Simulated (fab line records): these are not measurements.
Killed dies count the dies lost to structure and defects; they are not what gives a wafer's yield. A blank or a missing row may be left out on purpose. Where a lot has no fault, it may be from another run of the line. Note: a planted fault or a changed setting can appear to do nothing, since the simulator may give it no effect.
Matching of chambers + flow berkeley-cmos170 + 4 sister chambers for UCB170_GATE_ETCH_14 on rie-diel-02
The step etches BARC in N2/H2. 14 wafers are shown with their chamber, then 7 later ones without.

== WAFERS PAIRED WITH THEIR CHAMBERS ==
| wafer  | chamber | throttle-valve-pct (%) | oes-product-au (a.u.) | h2-flow-sccm (sccm) |
|--------|---------|------------------------|-----------------------|---------------------|
| L079.1 | 0       | 13.31                  | 0.978                 | 198.9               |
| L079.2 | 1       | 13.53                  | 1.013                 | 199.2               |
| L079.3 | 3       | 13.39                  | 0.976                 | 199.6               |
| L085.1 | 3       | 13.39                  | 0.977                 | 200.7               |
| L085.3 | 2       | 13.43                  | 0.954                 | 199.8               |
| L085.4 | 3       | 13.40                  | 0.979                 | 200.5               |
| L086.3 | 3       | 13.40                  | 0.982                 | 199.1               |
| L086.4 | 2       | 13.45                  | 0.958                 | 200.3               |
| L086.6 | 2       | 13.44                  | 0.965                 | 200.8               |
| L088.4 | 2       | 13.44                  | 0.958                 | 200.0               |
| L088.5 | 1       | 13.51                  | 1.014                 | 199.6               |
| L088.6 | 0       | 13.30                  | 0.978                 | 200.1               |
| L092.2 | 1       | 13.53                  | 1.007                 | 199.5               |
| L092.3 | 3       | 13.39                  | 0.971                 | 200.6               |

SIGNATURES (means of the wafers above)
| reading            | chamber 0 | chamber 1 | chamber 2 | chamber 3 | scatter within a chamber |
|--------------------|-----------|-----------|-----------|-----------|--------------------------|
| throttle-valve-pct | 13.3050   | 13.5233   | 13.4400   | 13.3940   | 0.00798                  |
| oes-product-au     | 0.97800   | 1.01133   | 0.95875   | 0.97700   | 0.00397                  |
| h2-flow-sccm       | 199.500   | 199.433   | 200.225   | 200.100   | 0.583                    |
Rule: a wafer lies at a distance from a chamber equal to the root of the sum of squares, over the readings, of (its reading less the chamber's mean, divided by the reading's scatter). If the next closest chamber is less than 2 further off than the closest, the wafer can't be placed; otherwise it belongs to the closest. How the scatter is found: for the shown wafers, subtract from each reading the mean of its chamber, square and add these, divide the total by (wafers less chambers), then take the root.

== WAFERS WHOSE CHAMBER IS MISSING ==
| wafer  | throttle-valve-pct (%) | oes-product-au (a.u.) | h2-flow-sccm (sccm) |
|--------|------------------------|-----------------------|---------------------|
| L092.4 | 13.45                  | 0.970                 | 198.9               |
| L096.2 | 13.43                  | 0.958                 | 199.4               |
| L096.3 | 13.32                  | 0.985                 | 199.9               |
| L096.6 | 13.40                  | 0.982                 | 199.8               |
| L097.1 | 13.52                  | 1.011                 | 199.7               |
| L097.2 | 13.31                  | 0.975                 | 200.0               |
| L097.4 | 13.44                  | 0.948                 | 200.2               |

== EACH ONE'S CHAMBER ==
| wafer  | from the rows above | in truth |
|--------|---------------------|----------|
| L092.4 | 2                   | 2        |
| L096.2 | 2                   | 2        |
| L096.3 | 0                   | 0        |
| L096.6 | 3                   | 3        |
| L097.1 | 1                   | 1        |
| L097.2 | 0                   | 0        |
| L097.4 | 2                   | 2        |
Correct placement for 7 of the 7. Can't be placed from these rows: 0. 0 placed wrongly.
